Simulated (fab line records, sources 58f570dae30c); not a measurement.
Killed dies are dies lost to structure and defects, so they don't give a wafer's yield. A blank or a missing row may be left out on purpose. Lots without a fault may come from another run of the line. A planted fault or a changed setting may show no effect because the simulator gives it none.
Which tool did it? | flow berkeley_cmos170 | 7 lots, 21 wafers sampled, at 2 steps of a route of 331

WHAT THE GAUGES READ, wafer by wafer
UCB170_V2_THK_MEAS_04.
lot  | measured     | on            | V2_POLISHED_THK (nm)
L860 | day 8 20:15  | film_metro-03 | 1001.5 1000.9 1001.4
L862 | day 9 13:41  | film_metro-03 | 1001.3 999.9 1000.5
L861 | day 9 14:54  | film_metro-01 | 1340.4 1360.3 1345.7
L866 | day 10 12:20 | film_metro-03 | 1335.7 1349.7 1354.0
L874 | day 12 01:52 | film_metro-03 | 1000.6 999.2 1002.9
L880 | day 12 17:49 | film_metro-03 | 999.6 1000.1 1001.0
L879 | day 12 22:59 | film_metro-03 | 1001.2 1001.0 1001.5

WHICH TOOL RAN EACH LOT (tool, then ch and the chambers of the sampled wafers, then the start)
lot  | UCB170_V2_CMP_02
L860 | cmp-02 ch 1,2,3, day 8 19:50
L862 | cmp-01 ch 0,1, day 9 13:19
L861 | cmp-02 ch 1,2, day 9 14:28
L866 | cmp-02 ch 0,1,2, day 10 11:58
L874 | cmp-01 ch 0,2,3, day 12 01:27
L880 | cmp-02 ch 0,1,2, day 12 17:23
L879 | cmp-02 ch 2,3, day 12 22:34
- UCB170_V2_CMP_02: polishes SiO2.

THE ANSWER, worked out from the rows above alone
Rule: what is usual is taken from the lots themselves. Put in order of their means at a reading, lots are off if they are a third of the lots or fewer, leave a main group of 4 or more, and stand apart from it by a gap of 3 or more times the standard deviation of the main group's means; of several such gaps the widest counts. A main group whose means are all the same, to the digits that the tables above print for the reading, isn't used. A lot without any number at a reading at which 4 lots or more have one is off too. The other lots that the step has rows for count as sound.
Off: L861, L866, at UCB170_V2_THK_MEAS_04 (V2_POLISHED_THK). The main group: mean 1000.8 nm, standard deviation 0.4.
A tool fits if, at a process step before that reading, it ran every lot that is off, and no sound lot after the first of them. The gauges at UCB170_V2_THK_MEAS_04 are tried like those tools. None of those tried fits.

WHAT THE SIMULATOR HAD PUT IN
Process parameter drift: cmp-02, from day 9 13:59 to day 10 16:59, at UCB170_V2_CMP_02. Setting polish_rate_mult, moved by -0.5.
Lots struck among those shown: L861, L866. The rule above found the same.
